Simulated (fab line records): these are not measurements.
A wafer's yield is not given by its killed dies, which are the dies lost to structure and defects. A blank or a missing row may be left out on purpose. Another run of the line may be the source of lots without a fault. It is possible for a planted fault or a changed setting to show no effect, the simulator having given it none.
What tool caused it?    flow berkeley-cmos170    42 wafers sampled from 14 lots at 1 step of a route of 331

## WHAT EACH GAUGE READ, for each wafer
The record holds no reading of a measuring or inspecting step that can be judged against a usual standard deviation.

## WHAT TOOL EACH LOT RAN ON (gives the tool, then ch and the chambers of the sampled wafers, and finally the start)
lot   UCB170_PWELL_STRIP_16
L244  plasma-asher-02 ch 0,1, day 3 23:06
L243  plasma-asher-02 ch 0,1, day 3 23:41
L245  plasma-asher-03 ch 1, day 4 08:46
L246  plasma-asher-01 ch 0,1, day 4 09:01
L249  plasma-asher-02 ch 0,1, day 5 00:23
L248  plasma-asher-03 ch 0, day 5 00:31
L250  plasma-asher-02 ch 0,1, day 5 00:45
L251  plasma-asher-01 ch 0,1, day 5 10:32
L252  plasma-asher-03 ch 0,1, day 5 11:07
L256  plasma-asher-02 ch 0,1, day 6 05:43
L255  plasma-asher-03 ch 0,1, day 6 10:58
L258  plasma-asher-03 ch 0,1, day 7 06:37
L262  plasma-asher-02 ch 0,1, day 8 02:14
L264  plasma-asher-01 ch 0,1, day 8 08:08
- UCB170_PWELL_STRIP_16: strips in O2.

## WHAT THE TOOLS THEMSELVES READ (means of the sampled wafers that have a number; where no wafer has one, the mark that the record gives instead)
UCB170_PWELL_STRIP_16. Usual: drypump-motor-current-A 5.6 A, standard deviation 0.57; oes-product-au 0.721 a.u., standard deviation 0.0045; strip-time-to-endpoint-s 18.08 s, standard deviation 0.072.
lot   tool             drypump-motor-current-A (A)  oes-product-au (a.u.)  strip-time-to-endpoint-s (s)  flag
L244  plasma-asher-02  5.7                          0.723                  18.03                         
L243  plasma-asher-02  5.4                          0.720                  18.09                         
L245  plasma-asher-03  4.9                          0.721                  18.09                         
L246  plasma-asher-01  5.9                          0.726                  18.01                         
L249  plasma-asher-02  5.7                          0.722                  18.10                         
L248  plasma-asher-03  5.9                          0.723                  18.02                         
L250  plasma-asher-02  5.4                          0.722                  18.20                         
L251  plasma-asher-01  5.9                          0.724                  18.12                         
L252  plasma-asher-03  5.2                          0.723                  18.15                         
L256  plasma-asher-02  5.4                          0.722                  18.07                         
L255  plasma-asher-03  5.2                          0.794                  18.08                         OFF
L258  plasma-asher-03  5.2                          0.798                  17.92                         OFF
L262  plasma-asher-02  5.7                          0.725                  18.12                         
L264  plasma-asher-01  5.9                          0.723                  18.12                         

## THE ANSWER, worked out from the rows above alone
Rule: take the mean of a lot's wafers that have a number; if it is more than 3 standard deviations from the usual mean, the lot is off. Also off: a lot with no number at a reading for which 4 or more lots have one. The other lots that the step has rows for count as sound. First the gauges in route order, then the tools' own readings, where a lot's mean is used as printed above. The first step at which some lot is off is used, and at that step the reading that is off furthest; a lot without a number counts as furthest.
Off at UCB170_PWELL_STRIP_16 (oes-product-au): L255, L258.
A tool fits if, at that step or a process step before it, it ran every lot that is off, and no sound lot after the first of them. One fits: UCB170_PWELL_STRIP_16 on plasma-asher-03. Its last sound lot is L252 (day 5 11:07), its first lot that is off L255 (day 6 10:58): a fault that began between those two fits.
On the lots that are off, the tool's own readings at UCB170_PWELL_STRIP_16 differ by more than 5 times the standard deviation of the sound lots' means, which bears it out; oes-product-au reads 0.796 a.u. there versus 0.723 a.u. on the sound lots.

## WHAT HAD BEEN PUT IN BY THE SIMULATOR
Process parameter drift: plasma-asher-03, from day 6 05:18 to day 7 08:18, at UCB170_PWELL_STRIP_16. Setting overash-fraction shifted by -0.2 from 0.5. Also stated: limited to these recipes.
Shown lots that were struck: L255, L258. This agrees with what the rule above found.
